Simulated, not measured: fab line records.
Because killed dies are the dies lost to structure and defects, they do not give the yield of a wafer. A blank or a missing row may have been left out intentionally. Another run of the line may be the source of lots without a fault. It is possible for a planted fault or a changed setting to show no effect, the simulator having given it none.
Matching of chambers :: flow berkeley-cmos170 :: 4 sister chambers for UCB170_V2_CMP_02 on cmp-02
The step polishes SiO2. 8 wafers are shown with their chamber, then 9 later ones without.

EACH WAFER AND ITS CHAMBER
wafer: L447.3
chamber: 2
motor-current-A (A): 16.3
head-pressure-psi (psi): 6.015

wafer: L447.6
chamber: 1
motor-current-A (A): 13.2
head-pressure-psi (psi): 6.015

wafer: L451.1
chamber: 0
motor-current-A (A): 15.5
head-pressure-psi (psi): 6.008

wafer: L451.4
chamber: 3
motor-current-A (A): 15.6
head-pressure-psi (psi): 6.005

wafer: L451.6
chamber: 0
motor-current-A (A): 15.3
head-pressure-psi (psi): 5.976

wafer: L453.1
chamber: 2
motor-current-A (A): 16.4
head-pressure-psi (psi): 5.995

wafer: L453.2
chamber: 1
motor-current-A (A): 13.7
head-pressure-psi (psi): 6.013

wafer: L453.3
chamber: 3
motor-current-A (A): 14.9
head-pressure-psi (psi): 6.007

WAFERS WHOSE CHAMBER IS MISSING
wafer: L452.2
motor-current-A (A): 15.0
head-pressure-psi (psi): 6.004

wafer: L452.4
motor-current-A (A): 13.6
head-pressure-psi (psi): 5.997

wafer: L452.5
motor-current-A (A): 15.6
head-pressure-psi (psi): 5.991

wafer: L454.1
motor-current-A (A): 14.7
head-pressure-psi (psi): 6.008

wafer: L454.5
motor-current-A (A): 15.6
head-pressure-psi (psi): 6.005

wafer: L454.6
motor-current-A (A): 15.9
head-pressure-psi (psi): 6.018

wafer: L455.1
motor-current-A (A): 16.4
head-pressure-psi (psi): 6.012

wafer: L455.4
motor-current-A (A): 13.5
head-pressure-psi (psi): 6.009

wafer: L455.6
motor-current-A (A): 16.7
head-pressure-psi (psi): 6.016

EACH ONE'S CHAMBER
wafer: L452.2
from the rows above: can't be placed: 3 or 0
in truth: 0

wafer: L452.4
from the rows above: 1
in truth: 1

wafer: L452.5
from the rows above: can't be placed: 0 or 3 or 2
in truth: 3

wafer: L454.1
from the rows above: can't be placed: 3 or 0
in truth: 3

wafer: L454.5
from the rows above: can't be placed: 3 or 0 or 2
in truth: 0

wafer: L454.6
from the rows above: can't be placed: 2 or 3 or 0
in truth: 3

wafer: L455.1
from the rows above: 2
in truth: 2

wafer: L455.4
from the rows above: 1
in truth: 1

wafer: L455.6
from the rows above: 2
in truth: 2
4 of 9 placed correctly. From these rows, 5 cannot be placed; in 5 the true chamber is one of the candidates. Number placed wrongly: 0.
How it was worked out, from the rows above alone: a wafer's distance from a chamber is the root of the sum, over the readings, of the square of ((its reading less the chamber's mean) divided by the reading's scatter). The wafer belongs to the nearest chamber; if the next one is less than 2 further off, it can't be placed. Each chamber's mean is taken over the wafers shown for it. The scatter is the square root of a quotient: the sum, over the shown wafers, of each reading's squared deviation from its chamber's mean, divided by wafers minus chambers.
